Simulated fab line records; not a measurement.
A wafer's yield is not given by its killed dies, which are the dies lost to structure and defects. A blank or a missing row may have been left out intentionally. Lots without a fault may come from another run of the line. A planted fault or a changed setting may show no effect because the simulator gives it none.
Chamber matching	flow berkeley-cmos170	UCB170_GATE_ETCH_15 on rie-si-02: 4 sister chambers
The step etches poly-Si in HBr/Cl2, stops on SiO2, time 56.3 s, target depth 278.2 nm. 4 wafers are shown with their chamber, then 7 later ones without.

## EACH WAFER AND ITS CHAMBER
wafer	chamber	drypump-motor-current-A (A)
L713.1	3	5.3
L713.6	2	5.3
L717.2	0	6.0
L717.4	1	6.3

## WAFERS MISSING THEIR CHAMBER
wafer	drypump-motor-current-A (A)
L717.6	6.3
L721.1	6.1
L721.4	5.3
L721.6	5.3
L720.2	6.0
L720.3	5.3
L720.6	5.3

## CHAMBER TAKEN BY EACH
wafer	from the rows above	in truth
L717.6	1	1
L721.1	0	0
L721.4	can't be placed: 2 or 3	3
L721.6	can't be placed: 2 or 3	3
L720.2	0	0
L720.3	can't be placed: 2 or 3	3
L720.6	can't be placed: 2 or 3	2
Correct placement for 3 of the 7. Can't be placed from these rows: 4 (the true chamber is among the candidates in 4). Number placed wrongly: 0.
How it was worked out, from the rows above alone: a wafer's distance from a chamber is the root of the sum, over the readings, of the square of ((its reading less the chamber's mean) divided by the reading's scatter). The wafer belongs to the nearest chamber; if the next one is less than 2 further off, it can't be placed. Each chamber's mean is taken over the wafers shown for it. The scatter: with one shown wafer a chamber, the root of the mean of the squares of how far each hidden wafer lies from its nearest shown one.
